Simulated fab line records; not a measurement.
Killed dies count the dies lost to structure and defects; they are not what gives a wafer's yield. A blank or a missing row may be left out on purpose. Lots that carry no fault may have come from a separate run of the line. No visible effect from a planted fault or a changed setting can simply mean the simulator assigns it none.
fab line records | flow ritCmos
record: lots: 14 | wafers: 42 | lastDay: 7
route steps=202 shown PRETRO@72 M1@202
lots that met no fault: from a run of the same line without faults
startH: hours from the record's opening day to when the first of the lot's shown wafers began | waitH: hours since the lot's step before | " the same as in the row above | L1.1+2: one row covering several wafers at once | - no value present, or no start provided | * or withheld: withheld | < > ~ a bound
route shown NAME@n: a module of which the file shows steps, and the number in the route of the first | usual: mean/standard deviation of fault-free wafers | same: alike in all rows | chamber/n: place in a boat | sites: each site's reading | _std_site: standard deviation of those values | _edge_site: outer sites' mean less inner sites' | radiusMm: for every site, how far away it sits from the centre of the wafer | mask NAME#n: copy n | behind: the last tool/chamber to shape the wafer | hold: cause of the lot's hold/its duration in hours/its outcome | device: names the non-switching transistor (n, p or np) | end of line: tests of these same wafers at the route's end | step lacking rows: just its recipe | killed: not the wafer's yield, but the dies lost to structure and defects at the first sort | map: the dies of a wafer, with x for killed, . for not killed, _ for no die there
set.NAME: the setting that was run; set.NAME@STEP: the one run at that earlier step | model.NAME: the simulator's own value behind a step, which no gauge read
a sample of lots followed through the steps of the route, with each step as a table and each wafer as a row
services: when a tool's chamber went out of use (startH, in hours from the record's first day, below 0 if earlier), for how many hours, and the reason
== steps ==
step: RIT_PRETRO_IMPLANT_08
recipe: species: B | energyKev: 45 | doseCm2: 1.2e+13 | tiltDeg: 7
usual: doseIonsCm2: 1.1998e+13/1.4e+10 | endStationPressureTorr: 5.04e-06/2.8e-07 | faradayCurrentUA: 38.1/0.75
lot.wafer | tool         | chamber | startH | waitH | doseIonsCm2 | endStationPressureTorr | faradayCurrentUA
L776.1    | implanter-02 | 0       | 36.22  | 0.2   | 1.1995e+13  | 5.04e-06               | 38.9
L776.2    | "            | 0       | "      | "     | 1.1998e+13  | 4.77e-06               | 38.5
L776.5    | "            | 0       | "      | "     | 1.1997e+13  | 4.76e-06               | 39.1
L777.3    | implanter-03 | 0       | 42.06  | 0.2   | 1.1999e+13  | 4.99e-06               | 38.4
L777.4    | "            | 0       | "      | "     | 1.1975e+13  | 5.23e-06               | 37.4
L777.6    | "            | 0       | "      | "     | 1.1989e+13  | 4.73e-06               | 38.0
L778.1    | implanter-02 | 0       | 46.62  | 0.2   | 1.2028e+13  | 4.98e-06               | 38.2
L778.2    | "            | 0       | "      | "     | 1.2022e+13  | 5.29e-06               | 38.4
L778.3    | "            | 0       | "      | "     | 1.2004e+13  | 4.91e-06               | 38.0
L779.1    | implanter-02 | 0       | 51.59  | 0.2   | 1.1986e+13  | 5.12e-06               | 37.5
L779.3    | "            | 0       | "      | "     | 1.1989e+13  | 4.69e-06               | 38.4
L779.4    | "            | 0       | "      | "     | 1.1994e+13  | 5.05e-06               | 38.5
L780.1    | implanter-02 | 0       | 60.22  | 0.2   | 1.2002e+13  | 5.08e-06               | 38.1
L780.2    | "            | 0       | "      | "     | 1.2015e+13  | 5.22e-06               | 37.3
L780.3    | "            | 0       | "      | "     | 1.1983e+13  | 4.65e-06               | 36.6
L781.2    | implanter-03 | 0       | 62.19  | 0.2   | 1.1984e+13  | 5e-06                  | 37.1
L781.3    | "            | 0       | "      | "     | 1.1988e+13  | 5.26e-06               | 38.2
L781.6    | "            | 0       | "      | "     | 1.2e+13     | 4.82e-06               | 37.3
L782.1    | implanter-02 | 0       | 66.16  | 0.2   | 1.1975e+13  | 4.94e-06               | 39.3
L782.2    | "            | 0       | "      | "     | 1.1998e+13  | 5.73e-06               | 38.9
L782.3    | "            | 0       | "      | "     | 1.2002e+13  | 5.15e-06               | 36.7
L784.2    | implanter-01 | 0       | 75.83  | 0.2   | 1.1987e+13  | 5.07e-06               | 38.4
L784.4    | "            | 0       | "      | "     | 1.1988e+13  | 5.21e-06               | 38.7
L784.6    | "            | 0       | "      | "     | 1.197e+13   | 5.07e-06               | 37.7
L785.1    | implanter-03 | 0       | 81.09  | 0.2   | 1.199e+13   | 5e-06                  | 38.9
L785.3    | "            | 0       | "      | "     | 1.199e+13   | 5.51e-06               | 37.4
L785.5    | "            | 0       | "      | "     | 1.1985e+13  | 4.79e-06               | 37.8
L786.2    | implanter-03 | 0       | 87.38  | 0.2   | 1.2005e+13  | 5.24e-06               | 37.1
L786.3    | "            | 0       | "      | "     | 1.199e+13   | 4.64e-06               | 37.5
L786.4    | "            | 0       | "      | "     | 1.2e+13     | 5.47e-06               | 38.9
L790.2    | implanter-01 | 0       | 108.44 | 0.2   | 8.691e+12   | 4.75e-06               | 27.3
L790.3    | "            | 0       | "      | "     | 8.678e+12   | 5.35e-06               | 26.9
L790.5    | "            | 0       | "      | "     | 8.676e+12   | 5.22e-06               | 27.3
L791.3    | implanter-01 | 0       | 111.77 | 0.2   | 8.693e+12   | 4.81e-06               | 27.3
L791.4    | "            | 0       | "      | "     | 8.707e+12   | 4.85e-06               | 28.1
L791.6    | "            | 0       | "      | "     | 8.692e+12   | 5.01e-06               | 27.8
L797.1    | implanter-03 | 0       | 142.27 | 0.2   | 1.2013e+13  | 4.8e-06                | 38.0
L797.2    | "            | 0       | "      | "     | 1.1992e+13  | 4.98e-06               | 38.4
L797.6    | "            | 0       | "      | "     | 1.2024e+13  | 5.15e-06               | 37.8
L798.1    | implanter-03 | 0       | 149.30 | 0.2   | 1.2021e+13  | 4.75e-06               | 38.3
L798.3    | "            | 0       | "      | "     | 1.2005e+13  | 4.89e-06               | 39.1
L798.4    | "            | 0       | "      | "     | 1.1997e+13  | 4.66e-06               | 37.1
step: RIT_PRETRO_TW_MEAS_10
usual: PRETRO_TW: 473.6/2.9
lot.wafer | tool         | chamber | startH | waitH | hold                    | PRETRO_TW
L776.1    | filmMetro-02 | -       | 36.54  | 0.1   | -                       | 475.5
L776.2    | "            | -       | "      | "     | -                       | 473.2
L776.5    | "            | -       | "      | "     | -                       | 477.2
L777.3    | filmMetro-04 | -       | 42.35  | 0.1   | -                       | 475.3
L777.4    | "            | -       | "      | "     | -                       | 476.3
L777.6    | "            | -       | "      | "     | -                       | 474.1
L778.1    | filmMetro-03 | -       | 46.94  | 0.1   | -                       | 468.7
L778.2    | "            | -       | "      | "     | -                       | 468.2
L778.3    | "            | -       | "      | "     | -                       | 467.3
L779.1    | filmMetro-02 | -       | 51.91  | 0.1   | -                       | 469.3
L779.3    | "            | -       | "      | "     | -                       | 473.2
L779.4    | "            | -       | "      | "     | -                       | 472.7
L780.1    | filmMetro-03 | -       | 60.54  | 0.1   | -                       | 471.8
L780.2    | "            | -       | "      | "     | -                       | 473.5
L780.3    | "            | -       | "      | "     | -                       | 469.6
L781.2    | filmMetro-03 | -       | 62.50  | 0.1   | -                       | 470.7
L781.3    | "            | -       | "      | "     | -                       | 468.7
L781.6    | "            | -       | "      | "     | -                       | 468.1
L782.1    | filmMetro-02 | -       | 66.49  | 0.1   | -                       | 474.7
L782.2    | "            | -       | "      | "     | -                       | 473.8
L782.3    | "            | -       | "      | "     | -                       | 471.0
L784.2    | filmMetro-02 | -       | 76.14  | 0.1   | -                       | 470.0
L784.4    | "            | -       | "      | "     | -                       | 468.4
L784.6    | "            | -       | "      | "     | -                       | 472.6
L785.1    | filmMetro-04 | -       | 81.41  | 0.1   | -                       | 478.8
L785.3    | "            | -       | "      | "     | -                       | 478.4
L785.5    | "            | -       | "      | "     | -                       | 477.7
L786.2    | filmMetro-04 | -       | 87.69  | 0.1   | -                       | 479.2
L786.3    | "            | -       | "      | "     | -                       | 476.5
L786.4    | "            | -       | "      | "     | -                       | 476.1
L790.2    | filmMetro-04 | -       | 108.75 | 0.1   | awaitDispo/0.2h/release | 433.7
L790.3    | "            | -       | "      | "     | awaitDispo/0.2h/release | 430.5
L790.5    | "            | -       | "      | "     | awaitDispo/0.2h/release | 431.0
L790.2    | filmMetro-04 | -       | 108.98 | 0.2   | -                       | 430.8
L790.3    | "            | -       | "      | "     | -                       | 430.3
L790.5    | "            | -       | "      | "     | -                       | 430.4
L791.3    | filmMetro-04 | -       | 112.07 | 0.1   | awaitDispo/0.2h/release | 428.4
L791.4    | "            | -       | "      | "     | awaitDispo/0.2h/release | 430.6
L791.6    | "            | -       | "      | "     | awaitDispo/0.2h/release | 430.3
L791.3    | filmMetro-04 | -       | 112.36 | 0.3   | -                       | 427.2
L791.4    | "            | -       | "      | "     | -                       | 428.9
L791.6    | "            | -       | "      | "     | -                       | 429.4
L797.1    | filmMetro-04 | -       | 142.60 | 0.1   | -                       | 473.7
L797.2    | "            | -       | "      | "     | -                       | 471.6
L797.6    | "            | -       | "      | "     | -                       | 474.8
L798.1    | filmMetro-02 | -       | 149.63 | 0.1   | -                       | 474.6
L798.3    | "            | -       | "      | "     | -                       | 474.2
L798.4    | "            | -       | "      | "     | -                       | 474.3
step: RIT_M1_PROBE_99
usual: killed_at_M0_to_M3: 0.0/0.083 | killedAtContacts: 0.1/0.31 | killedAtFrontEnd: 7/3.3 | killedDies: 7/3.3 | killedOpen: 3.4/2.2 | killedShort: 3.5/2
same: grossDies: 264 | killed_at_M4_up: 0 | killedAtBackSide: 0 | killedAtOther: 0
lot.wafer | tool      | chamber | startH | waitH | killed_at_M0_to_M3 | killedAtContacts | killedAtFrontEnd | killedDies | killedOpen | killedShort
L790.2    | prober-02 | -       | 142.56 | 0.1   | 0                  | 0                | 11               | 11         | 5          | 5
L790.3    | prober-02 | -       | 142.61 | 0.2   | 0                  | 0                | 4                | 4          | 2          | 2
L790.5    | prober-02 | -       | 142.71 | 0.2   | 0                  | 0                | 7                | 7          | 6          | 1
killed by level:class
L790.2 FOX1:geometricParticle:short=2 FOX1:geometricParticle:open=2 FOX2:geometricParticle:open=1 GATE:geometricParticle:open=1 GATE:geometricParticle:short=1 REOX:geometricParticle:short=1 REOX:geometricParticle:open=1 SILICIDE:geometricParticle:short=1
L790.3 FOX1:geometricParticle:short=1 FOX1:geometricParticle:open=1 REOX:geometricParticle:open=1 SPACER:geometricParticle:short=1
L790.5 SPACER:geometricParticle:open=2 SILICIDE:geometricParticle:open=2 GATE:geometricParticle:open=1 GATE:geometricParticle:short=1 REOX:geometricParticle:open=1
== services ==
tool         | chamber | startH | hours | kind
implanter-01 | -       | 38.72  | 2.7   | pm
implanter-02 | -       | 84.93  | 35.3  | pm
== key ==
firstSign: step: RIT_PRETRO_IMPLANT_08 | reading: doseIonsCm2 | direction: down | sigmas: 99+ | usual: 1.1998e+13 | struck: 8.689e+12
effect: step: RIT_PRETRO_IMPLANT_08 | reading: faradayCurrentUA | direction: down | sigmas: 14 | usual: 38.1 | struck: 27.4
effect: step: RIT_PRETRO_TW_MEAS_10 | reading: visit | direction: added
effect: step: RIT_PRETRO_TW_MEAS_10 | reading: PRETRO_TW | direction: down | sigmas: 15 | usual: 473.6 | struck: 430.7
metAt RIT_PRETRO_IMPLANT_08
struckLots L790,L791
rowsEnd L791.3,L791.4,L791.6
testerLeftOut L790
onsetBetween 75.83 108.44
fault: kind: processParameterDrift | tool: implanter-01 | chamber: - | onsetH: 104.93 | steps: RIT_PRETRO_IMPLANT_08 | channel: doseCm2 | offset: -3.3145e+12 | shape: step | endH: 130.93 | actsIn: theseRecipesOnly | stated: 1.2e+13
testerLeftOut: of these lots the tester's yield and bins aren't shown, on N5 and GAA mostly nor the transistor test; their killed dies are dies lost to structure and defects alone, not to doping, threshold or leakage, so they don't give the yield
rowsEnd: these wafers met a further fault down the route, and their rows from its step on are left out
